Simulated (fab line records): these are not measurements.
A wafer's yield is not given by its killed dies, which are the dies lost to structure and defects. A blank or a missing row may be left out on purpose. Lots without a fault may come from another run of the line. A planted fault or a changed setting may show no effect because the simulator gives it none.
fab line records	flow ritCmos
[record] lots = 14	wafers = 42	lastDay = 7
route steps=202 shown GATE@93 PLDD@123 NSD@139 SDANNEAL@156 M1@202
lots that met no fault: taken from a fault-free run of the same line
startH: hours from the record's opening day to when the first of the lot's shown wafers began	waitH: hours from the lot's prior step to this one	" unchanged from the row above	L1.1+2: several wafers, shown together as one row	- value missing, or start not given	* or withheld: withheld	< > ~ a bound
route shown NAME@n: a module of which the file shows steps, and the number in the route of the first	usual: mean and standard deviation over wafers with no fault	same: alike in all rows	chamber/n: place in a boat	sites: each site's reading	_std_site: their standard deviation	_edge_site: mean of outer sites minus mean of inner sites	radiusMm: for every site, how far away it sits from the centre of the wafer	mask NAME#n: copy n	behind: the tool/chamber that last shaped the wafer	hold: why the lot was held/for how many hours/how that ended	device: the transistor (n, p or np) that didn't switch	end of line: the tests these same wafers got at the end of their route	a step given without rows: its recipe and nothing more	killed: dies lost to structure and defects at the first sort, not the wafer's yield	map: a wafer's dies, marking killed ones x, the rest . and places with no die _
set.NAME: the setting that was run; set.NAME@STEP: the one run at that earlier step	model.NAME: the simulator's own value behind a step, which no gauge read
the route's steps for a sample of lots (tables are steps, rows are wafers)
services: the hour from which a tool's chamber was out of use, counted from the record's first day as startH (under 0 if before that day), plus the number of hours and why
[[steps]]
[step RIT_GATE_OVL_MEAS_17]
[usual] GATE_OVL = -0.9/1.3
lot.wafer	tool	chamber	startH	waitH	GATE_OVL[nm]
L348.1	overlay-01	-	36.90	0.1	-1.3
L348.2	"	-	"	"	-2.1
L348.5	"	-	"	"	-0.5
L349.1	overlay-02	-	42.60	0.1	-2.3
L349.3	"	-	"	"	-2.8
L349.6	"	-	"	"	-2.2
L351.1	overlay-01	-	52.40	0.1	-1.3
L351.5	"	-	"	"	-0.3
L351.6	"	-	"	"	0.1
L357.3	overlay-01	-	81.57	0.1	-2.0
L357.4	"	-	"	"	-2.4
L357.5	"	-	"	"	-2.0
L358.1	overlay-01	-	86.66	0.1	-0.8
L358.4	"	-	"	"	-1.1
L358.5	"	-	"	"	0.3
L360.4	overlay-01	-	98.19	0.1	-1.1
L360.5	"	-	"	"	-2.5
L360.6	"	-	"	"	0.7
L361.4	overlay-02	-	101.46	0.1	-1.7
L361.5	"	-	"	"	-0.6
L361.6	"	-	"	"	-1.4
L362.1	overlay-02	-	106.49	0.1	-2.7
L362.2	"	-	"	"	-4.1
L362.3	"	-	"	"	-1.9
L365.1	overlay-01	-	123.07	0.1	-1.0
L365.4	"	-	"	"	0.2
L365.5	"	-	"	"	-1.5
L366.3	overlay-02	-	126.71	0.1	-3.3
L366.5	"	-	"	"	-1.4
L366.6	"	-	"	"	-2.5
L368.1	overlay-01	-	136.41	0.1	-3.2
L368.4	"	-	"	"	-1.4
L368.5	"	-	"	"	-2.8
L369.1	overlay-02	-	141.81	0.1	1.0
L369.3	"	-	"	"	0.3
L369.6	"	-	"	"	0.7
L370.1	overlay-02	-	146.79	0.1	-1.5
L370.4	"	-	"	"	-1.3
L370.6	"	-	"	"	-0.4
L371.2	overlay-01	-	152.60	0.1	2.7
L371.4	"	-	"	"	1.5
L371.6	"	-	"	"	-0.6
[step RIT_PLDD_STRIP_09]
[recipe] chemistry = O2	timeS = 180	resist = NOVOLAK	platenTempC = withheld	powerW = 500	pressureMtorr = 4000	o2FlowSccm = 4000
[usual] drypumpMotorCurrentA = 5.6/0.36
lot.wafer	tool	chamber	startH	waitH	drypumpMotorCurrentA	rfHoursCounterH
L348.1	plasmaAsher-04	0	43.47	0.1	5.9	42
L348.2	"	1	"	"	5.7	42
L348.5	"	0	"	"	5.9	-
L349.1	plasmaAsher-04	1	48.95	0.1	5.7	42
L349.3	"	0	"	"	5.9	-
L349.6	"	0	"	"	5.9	-
L351.1	plasmaAsher-04	1	58.87	0.1	5.7	43
L351.5	"	0	"	"	5.9	-
L351.6	"	1	"	"	5.7	-
L357.3	plasmaAsher-04	1	87.92	0.1	5.7	-
L357.4	"	0	"	"	5.9	-
L357.5	"	1	"	"	5.7	-
L358.1	plasmaAsher-01	0	93.01	0.1	5.2	22
L358.4	"	1	"	"	5.2	-
L358.5	"	0	"	"	5.2	-
L360.4	plasmaAsher-04	1	104.69	0.1	5.7	-
L360.5	"	1	"	"	5.7	-
L360.6	"	0	"	"	5.9	-
L361.4	plasmaAsher-01	0	107.99	0.1	5.2	-
L361.5	"	1	"	"	5.2	-
L361.6	"	0	"	"	5.2	-
L362.1	plasmaAsher-01	1	113.52	0.1	5.2	24
L362.2	"	0	"	"	5.2	24
L362.3	"	0	"	"	5.2	-
L365.1	plasmaAsher-01	0	129.37	0.1	5.2	26
L365.4	"	0	"	"	5.2	-
L365.5	"	0	"	"	5.2	-
L366.3	plasmaAsher-04	0	133.72	0.1	5.8	-
L366.5	"	1	"	"	5.7	-
L366.6	"	0	"	"	5.9	-
L368.1	plasmaAsher-04	0	143.84	0.1	5.9	3
L368.4	"	1	"	"	5.7	-
L368.5	"	0	"	"	5.9	-
L369.1	plasmaAsher-01	0	148.50	0.1	5.2	28
L369.3	"	0	"	"	5.2	-
L369.6	"	1	"	"	5.2	-
L370.1	plasmaAsher-02	1	155.24	0.1	5.1	55
L370.4	"	1	"	"	5.1	-
L370.6	"	1	"	"	5.1	-
L371.2	plasmaAsher-04	1	159.47	0.1	5.7	4
L371.4	"	1	"	"	5.7	-
L371.6	"	0	"	"	5.9	-
[step RIT_NSD_IMPLANT_08]
[recipe] species = P	energyKev = 25	doseCm2 = 1e+15	tiltDeg = 7
[usual] doseIonsCm2 = 9.999e+14/8.5e+11	endStationPressureTorr = 7.5e-06/3.9e-07	faradayCurrentUA = 3138/57
lot.wafer	tool	chamber	startH	waitH	doseIonsCm2	endStationPressureTorr	faradayCurrentUA
L348.1	implanter-02	0	47.23	0.1	9.999e+14	7.7e-06	3157
L348.2	"	0	"	"	9.986e+14	7.4e-06	3218
L348.5	"	0	"	"	9.995e+14	7.3e-06	3264
L349.1	implanter-01	0	52.90	0.1	1.0019e+15	7.8e-06	3300
L349.3	"	0	"	"	9.998e+14	7.5e-06	3163
L349.6	"	0	"	"	1.0005e+15	7.9e-06	3125
L351.1	implanter-02	0	62.74	0.1	1.0006e+15	7.7e-06	3166
L351.5	"	0	"	"	1.0012e+15	7.9e-06	3211
L351.6	"	0	"	"	9.987e+14	7.7e-06	3175
L357.3	implanter-04	0	91.74	0.1	1.6243e+15	9.4e-06	5007
L357.4	"	0	"	"	1.6255e+15	8.5e-06	5139
L357.5	"	0	"	"	1.6244e+15	9.9e-06	4956
L358.1	implanter-04	0	96.77	0.1	1.6255e+15	9.3e-06	5046
L358.4	"	0	"	"	1.6256e+15	8.8e-06	5057
L358.5	"	0	"	"	1.6252e+15	9.4e-06	4955
L360.4	implanter-01	0	108.47	0.1	1.0005e+15	7.8e-06	3183
L360.5	"	0	"	"	1.0007e+15	8.1e-06	3141
L360.6	"	0	"	"	1.0007e+15	7.7e-06	3113
L361.4	implanter-02	0	111.79	0.1	1.0004e+15	8.1e-06	3166
L361.5	"	0	"	"	1.0011e+15	8.4e-06	3089
L361.6	"	0	"	"	1.0009e+15	7.2e-06	3106
L362.1	implanter-01	0	117.56	0.1	1.0002e+15	7.5e-06	3233
L362.2	"	0	"	"	1.0018e+15	6.9e-06	2995
L362.3	"	0	"	"	1.0006e+15	7.4e-06	3136
L365.1	implanter-01	0	133.26	0.1	9.995e+14	6.9e-06	3152
L365.4	"	0	"	"	1.0005e+15	7.3e-06	3122
L365.5	"	0	"	"	9.998e+14	7.6e-06	3154
L366.3	implanter-01	0	137.60	0.1	1.001e+15	7.5e-06	3072
L366.5	"	0	"	"	9.992e+14	7.4e-06	3151
L366.6	"	0	"	"	1.0013e+15	7.2e-06	3076
L368.1	implanter-01	0	147.62	0.1	9.994e+14	6.9e-06	3197
L368.4	"	0	"	"	9.977e+14	7.4e-06	3193
L368.5	"	0	"	"	9.989e+14	7.2e-06	3110
L369.1	implanter-01	0	152.42	0.1	9.996e+14	7.8e-06	3205
L369.3	"	0	"	"	9.998e+14	7.6e-06	3188
L369.6	"	0	"	"	1.0008e+15	7.6e-06	3099
L370.1	implanter-01	0	159.35	0.1	9.998e+14	7.5e-06	3134
L370.4	"	0	"	"	1.0002e+15	6.8e-06	3088
L370.6	"	0	"	"	1.0011e+15	7.9e-06	3222
L371.2	implanter-02	0	163.46	0.1	1e+15	7.7e-06	3124
L371.4	"	0	"	"	9.998e+14	7.8e-06	3175
L371.6	"	0	"	"	9.986e+14	6.6e-06	3117
[step RIT_NSD_TW_MEAS_10]
[usual] NSD_TW = 3119/31
lot.wafer	tool	chamber	startH	waitH	hold	NSD_TW
L348.1	filmMetro-03	-	47.56	0.1	-	3137
L348.2	"	-	"	"	-	3155
L348.5	"	-	"	"	-	3128
L349.1	filmMetro-01	-	53.23	0.1	-	3120
L349.3	"	-	"	"	-	3123
L349.6	"	-	"	"	-	3112
L351.1	filmMetro-01	-	63.07	0.1	-	3144
L351.5	"	-	"	"	-	3124
L351.6	"	-	"	"	-	3124
L357.3	filmMetro-03	-	92.04	0.1	awaitDispo/0.2h/release	3445
L357.4	"	-	"	"	awaitDispo/0.2h/release	3465
L357.5	"	-	"	"	awaitDispo/0.2h/release	3450
L357.3	filmMetro-03	-	92.26	0.2	-	3434
L357.4	"	-	"	"	-	3448
L357.5	"	-	"	"	-	3458
L358.1	filmMetro-04	-	97.10	0.1	awaitDispo/0.2h/release	3355
L358.4	"	-	"	"	awaitDispo/0.2h/release	3365
L358.5	"	-	"	"	awaitDispo/0.2h/release	3377
L358.1	filmMetro-04	-	97.45	0.3	-	3381
L358.4	"	-	"	"	-	3376
L358.5	"	-	"	"	-	3358
L360.4	filmMetro-03	-	108.75	0.1	-	3136
L360.5	"	-	"	"	-	3145
L360.6	"	-	"	"	-	3125
L361.4	filmMetro-04	-	112.07	0.1	-	3075
L361.5	"	-	"	"	-	3101
L361.6	"	-	"	"	-	3069
L362.1	filmMetro-04	-	117.89	0.1	-	3088
L362.2	"	-	"	"	-	3070
L362.3	"	-	"	"	-	3070
L365.1	filmMetro-04	-	133.59	0.1	-	3086
L365.4	"	-	"	"	-	3102
L365.5	"	-	"	"	-	3092
L366.3	filmMetro-01	-	137.90	0.1	-	3190
L366.5	"	-	"	"	-	3184
L366.6	"	-	"	"	-	3182
L368.1	filmMetro-03	-	147.95	0.1	-	3147
L368.4	"	-	"	"	-	3144
L368.5	"	-	"	"	-	3145
L369.1	filmMetro-04	-	152.74	0.1	-	3069
L369.3	"	-	"	"	-	3078
L369.6	"	-	"	"	-	3075
L370.1	filmMetro-03	-	159.68	0.1	-	3133
L370.4	"	-	"	"	-	3139
L370.6	"	-	"	"	-	3143
L371.2	filmMetro-04	-	163.77	0.1	-	3079
L371.4	"	-	"	"	-	3086
L371.6	"	-	"	"	-	3086
[step RIT_SDANNEAL_RTA_03]
[recipe] tempC = 1050	timeS = 5	idleTempC = 600	rampUpCPerS = 342	rampDownCPerS = 171	coolToC = 600	ambient = N2
[usual] wafer_temp_C_max = 1053.4/1.1
lot.wafer	tool	chamber	startH	waitH	wafer_temp_C_max
L348.1	rtpAnneal-02	0	49.40	0.0	1052.6
L348.2	"	0	"	"	1053.0
L348.5	"	0	"	"	1054.4
L349.1	rtpAnneal-01	0	55.20	0.0	1051.9
L349.3	"	0	"	"	1053.3
L349.6	"	0	"	"	1054.3
L351.1	rtpAnneal-01	0	64.94	0.0	1053.7
L351.5	"	0	"	"	1052.6
L351.6	"	0	"	"	1053.6
L357.3	rtpAnneal-01	0	100.40	0.0	1052.3
L357.4	"	0	"	"	1054.1
L357.5	"	0	"	"	1052.3
L358.1	rtpAnneal-02	0	104.11	0.0	1055.5
L358.4	"	0	"	"	1054.4
L358.5	"	0	"	"	1053.3
L360.4	rtpAnneal-02	0	110.72	0.0	1053.3
L360.5	"	0	"	"	1053.8
L360.6	"	0	"	"	1052.7
L361.4	rtpAnneal-01	0	114.04	0.0	1053.6
L361.5	"	0	"	"	1053.1
L361.6	"	0	"	"	1056.0
L362.1	rtpAnneal-02	0	119.74	0.0	1052.4
L362.2	"	0	"	"	1055.8
L362.3	"	0	"	"	1054.0
L365.1	rtpAnneal-01	0	135.56	0.0	1053.5
L365.4	"	0	"	"	1055.4
L365.5	"	0	"	"	1051.9
L366.3	rtpAnneal-02	0	139.92	0.0	1054.9
L366.5	"	0	"	"	1054.2
L366.6	"	0	"	"	1054.1
L368.1	rtpAnneal-02	0	149.81	0.0	1053.0
L368.4	"	0	"	"	1053.6
L368.5	"	0	"	"	1055.1
L369.1	rtpAnneal-01	0	154.73	0.0	1054.6
L369.3	"	0	"	"	1053.6
L369.6	"	0	"	"	1053.3
L370.1	rtpAnneal-02	0	161.68	0.0	1053.6
L370.4	"	0	"	"	1054.1
L370.6	"	0	"	"	1052.6
L371.2	rtpAnneal-01	0	165.67	0.0	1053.6
L371.4	"	0	"	"	1053.9
L371.6	"	0	"	"	1054.9
[step RIT_SDANNEAL_RS_MEAS_05]
[recipe] thkMeasGauge = four-point-probe
[usual] NSD_RS = 84.41/0.26
lot.wafer	tool	chamber	startH	waitH	hold	NSD_RS[ohm/sq]
L348.1	filmMetro-04	-	49.58	0.1	-	84.42
L348.2	"	-	"	"	-	84.29
L348.5	"	-	"	"	-	83.92
L349.1	filmMetro-04	-	55.44	0.1	-	84.14
L349.3	"	-	"	"	-	84.41
L349.6	"	-	"	"	-	84.38
L351.1	filmMetro-01	-	65.12	0.1	-	84.61
L351.5	"	-	"	"	-	84.74
L351.6	"	-	"	"	-	84.61
L357.3	filmMetro-01	-	100.60	0.1	awaitDispo/0.2h/release	59.07
L357.4	"	-	"	"	awaitDispo/0.2h/release	58.98
L357.5	"	-	"	"	awaitDispo/0.2h/release	59.03
L357.3	filmMetro-01	-	100.89	0.3	-	59.10
L357.4	"	-	"	"	-	58.93
L357.5	"	-	"	"	-	58.94
L358.1	filmMetro-04	-	104.49	0.2	awaitDispo/0.2h/release	58.85
L358.4	"	-	"	"	awaitDispo/0.2h/release	58.90
L358.5	"	-	"	"	awaitDispo/0.2h/release	58.88
L358.1	filmMetro-04	-	104.86	0.4	-	58.89
L358.4	"	-	"	"	-	58.94
L358.5	"	-	"	"	-	58.88
L360.4	filmMetro-03	-	110.93	0.1	-	84.30
L360.5	"	-	"	"	-	84.59
L360.6	"	-	"	"	-	84.52
L361.4	filmMetro-03	-	114.25	0.1	-	84.86
L361.5	"	-	"	"	-	84.55
L361.6	"	-	"	"	-	84.45
L362.1	filmMetro-03	-	119.92	0.1	-	84.24
L362.2	"	-	"	"	-	84.67
L362.3	"	-	"	"	-	84.28
L365.1	filmMetro-04	-	135.74	0.1	-	84.38
L365.4	"	-	"	"	-	84.20
L365.5	"	-	"	"	-	84.48
L366.3	filmMetro-03	-	140.12	0.1	-	84.23
L366.5	"	-	"	"	-	84.22
L366.6	"	-	"	"	-	84.24
L368.1	filmMetro-04	-	149.99	0.1	-	84.22
L368.4	"	-	"	"	-	84.32
L368.5	"	-	"	"	-	84.23
L369.1	filmMetro-04	-	154.91	0.1	-	84.69
L369.3	"	-	"	"	-	84.65
L369.6	"	-	"	"	-	84.93
L370.1	filmMetro-03	-	161.86	0.1	-	85.23
L370.4	"	-	"	"	-	85.12
L370.6	"	-	"	"	-	85.18
L371.2	filmMetro-04	-	165.86	0.1	-	84.18
L371.4	"	-	"	"	-	84.36
L371.6	"	-	"	"	-	84.46
[step RIT_M1_PROBE_99]
[usual] defectLimitedYield = 97.1/1.1	killedAtContacts = 0.1/0.26	killedAtFrontEnd = 7.5/2.8	killedDies = 7.6/2.8	killedOpen = 3.9/2.1	killedShort = 3.7/1.7	sort_bin_3_pad_short = 0.1/0.2	sort_bin_5_function = 1.7/0.85	sort_bin_6_memory = 1.1/0.71	sortNPass = 256.4/2.8	sortYieldPct = 97.1/1.1
[same] grossDies = 264	killed_at_M0_to_M3 = 0	killed_at_M4_up = 0	killedAtBackSide = 0	killedAtOther = 0
lot.wafer	tool	chamber	startH	waitH	defectLimitedYield[%]	killedAtContacts	killedAtFrontEnd	killedDies	killedOpen	killedShort	sort_bin_3_pad_short[%]	sort_bin_5_function[%]	sort_bin_6_memory[%]	sortNPass	sortYieldPct[%]
L351.1	prober-02	-	73.58	0.1	95.5	0	12	12	8	4	0	1.9	2.7	252.0	95.5
L351.5	prober-02	-	73.78	0.2	95.5	0	12	12	3	9	0.4	2.3	1.9	252.0	95.5
L351.6	prober-02	-	73.83	0.2	97.3	0	7	7	4	3	0	1.5	1.1	257.0	97.3
L361.4	prober-02	-	121.61	0.2	97.0	0	8	8	3	5	0	1.9	1.1	256.0	97.0
L361.5	prober-02	-	121.66	0.2	98.5	1	3	4	1	3	0	1.1	0.4	260.0	98.5
L361.6	prober-02	-	121.71	0.2	97.7	0	6	6	3	3	0	2.3	0	258.0	97.7
L366.3	prober-01	-	148.71	0.2	97.7	0	6	6	3	3	0.4	1.1	0.8	258.0	97.7
L366.5	prober-01	-	148.81	0.2	98.1	0	5	5	4	1	0	1.1	0.8	259.0	98.1
L366.6	prober-01	-	148.86	0.2	97.7	0	6	6	4	2	0	1.9	0.4	258.0	97.7
L368.1	prober-01	-	158.42	0.1	95.5	0	12	12	7	5	0	3.4	1.1	252.0	95.5
L368.4	prober-01	-	158.57	0.2	98.5	0	4	4	3	1	0.4	0	1.1	260.0	98.5
L368.5	prober-01	-	158.62	0.2	96.6	0	9	9	6	3	0	1.5	1.9	255.0	96.6
L369.1	prober-02	-	162.73	0.1	97.0	0	8	8	4	3	0	2.3	0.8	256.0	97.0
L369.3	prober-02	-	162.83	0.2	97.0	0	8	8	3	5	0.4	1.5	1.1	256.0	97.0
L369.6	prober-02	-	162.98	0.2	98.5	0	4	4	2	2	0	0.4	1.1	260.0	98.5
L370.1	prober-01	-	169.48	0.1	98.5	0	4	4	2	2	0	1.5	0	260.0	98.5
L370.4	prober-01	-	169.63	0.2	96.6	0	9	9	6	2	0	2.7	0.8	255.0	96.6
L370.6	prober-01	-	169.73	0.2	95.5	0	12	12	6	4	0	3.4	1.1	252.0	95.5
// killed by level:class
L351.1 GATE:geometricParticle:open=6 SILICIDE:geometricParticle:short=2 FOX1:geometricParticle:open=1 FOX1:geometricParticle:short=1 FOX2:geometricParticle:open=1 REOX:geometricParticle:short=1
L351.5 FOX1:geometricParticle:short=3 REOX:geometricParticle:short=3 GATE:geometricParticle:short=2 SILICIDE:geometricParticle:open=2 FOX1:geometricParticle:open=1 FOX2:geometricParticle:short=1
L351.6 REOX:geometricParticle:open=2 REOX:geometricParticle:short=2 GATE:geometricParticle:short=1 GATE:geometricParticle:open=1 SPACER:geometricParticle:open=1
L361.4 SPACER:geometricParticle:short=2 SPACER:geometricParticle:open=2 SILICIDE:geometricParticle:short=2 GATE:geometricParticle:short=1 GATE:geometricParticle:open=1
L361.5 SPACER:geometricParticle:short=1 SILICIDE:geometricParticle:short=1 SILICIDE:geometricParticle:open=1 CONTACT:geometricParticle:short=1
L361.6 FOX1:geometricParticle:open=1 FOX2:geometricParticle:open=1 GATE:geometricParticle:short=1 GATE:geometricParticle:open=1 SPACER:geometricParticle:short=1 SILICIDE:geometricParticle:short=1
L366.3 GATE:geometricParticle:open=3 FOX1:geometricParticle:short=1 GATE:geometricParticle:short=1 REOX:geometricParticle:short=1
L366.5 FOX1:geometricParticle:open=2 GATE:geometricParticle:open=2 GATE:geometricParticle:short=1
L366.6 FOX1:geometricParticle:open=1 GATE:geometricParticle:open=1 GATE:geometricParticle:short=1 REOX:geometricParticle:short=1 REOX:geometricParticle:open=1 SPACER:geometricParticle:open=1
L368.1 GATE:geometricParticle:open=3 GATE:geometricParticle:short=2 SPACER:geometricParticle:open=2 FOX1:geometricParticle:short=1 FOX1:geometricParticle:open=1 FOX2:geometricParticle:open=1 REOX:geometricParticle:short=1 SPACER:geometricParticle:short=1
L368.4 GATE:geometricParticle:open=2 GATE:geometricParticle:short=1 SPACER:geometricParticle:open=1
L368.5 SPACER:geometricParticle:open=3 GATE:geometricParticle:open=2 FOX2:geometricParticle:open=1 GATE:geometricParticle:short=1 REOX:geometricParticle:short=1 SPACER:geometricParticle:short=1
L369.1 GATE:geometricParticle:open=3 GATE:geometricParticle:short=2 FOX2:geometricParticle:open=1 REOX:geometricParticle:short=1 NLDD:coatMicrobubblePrinted=1
L369.3 GATE:geometricParticle:short=3 SILICIDE:geometricParticle:short=2 FOX2:geometricParticle:open=1 GATE:geometricParticle:open=1 SILICIDE:geometricParticle:open=1
L369.6 FOX2:geometricParticle:short=1 GATE:geometricParticle:short=1 REOX:geometricParticle:open=1 SILICIDE:geometricParticle:open=1
L370.1 GATE:geometricParticle:short=2 FOX1:geometricParticle:open=1 GATE:geometricParticle:open=1
L370.4 GATE:geometricParticle:open=2 REOX:geometricParticle:open=2 SPACER:geometricParticle:short=2 FOX1:geometricParticle:open=1 SPACER:geometricParticle:open=1 PSD:coatMicrobubblePrinted=1
L370.6 FOX1:geometricParticle:open=3 GATE:geometricParticle:short=3 PSD:coatMicrobubblePrinted=2 FOX2:geometricParticle:open=1 GATE:geometricParticle:open=1 REOX:geometricParticle:open=1 SILICIDE:geometricParticle:short=1
[[services]]
tool	chamber	startH	hours	kind
implanter-02	-	26.43	3.8	repair
implanter-01	-	43.62	3.7	pm
implanter-02	-	57.03	3.3	repair
implanter-04	-	74.82	4.0	repair
plasmaAsher-04	-	108.75	9.0	pm
plasmaAsher-04	0	108.75	9.0	ventCycle
plasmaAsher-04	1	108.75	9.0	ventCycle
implanter-04	-	114.80	5.0	repair
plasmaAsher-04	0	117.75	-	clean
plasmaAsher-04	1	117.75	-	clean
plasmaAsher-01	-	137.26	4.1	repair
implanter-02	-	141.49	2.8	repair
implanter-01	-	152.90	3.9	repair
implanter-04	-	159.95	1.0	repair
[[key]]
[firstSign] step = RIT_NSD_IMPLANT_08	reading = doseIonsCm2	direction = up	sigmas = 99+	usual = 9.999e+14	struck = 1.6251e+15
[effect] step = RIT_NSD_IMPLANT_08	reading = faradayCurrentUA	direction = up	sigmas = 33	usual = 3138	struck = 5027
[effect] step = RIT_NSD_TW_MEAS_10	reading = visit	direction = added
[effect] step = RIT_NSD_TW_MEAS_10	reading = NSD_TW	direction = up	sigmas = 9.2	usual = 3119	struck = 3410
[effect] step = RIT_SDANNEAL_RS_MEAS_05	reading = visit	direction = added
[effect] step = RIT_SDANNEAL_RS_MEAS_05	reading = NSD_RS	direction = down	sigmas = 97	usual = 84.41	struck = 58.95
metAt RIT_NSD_IMPLANT_08
struckLots L357,L358
scrappedBehind RIT_SDANNEAL_RS_MEAS_05 L357.3,L357.4,L357.5,L358.1,L358.4,L358.5
notActingAt RIT_GATE_OVL_MEAS_17,RIT_PLDD_STRIP_09,RIT_SDANNEAL_RTA_03
[fault] kind = processParameterDrift	tool = implanter-04	chamber = -	onsetH = 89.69	steps = RIT_NSD_IMPLANT_08	channel = doseCm2	offset = 6.2468e+14	shape = step	endH = 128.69	actsIn = theseRecipesOnly	stated = 1e+15
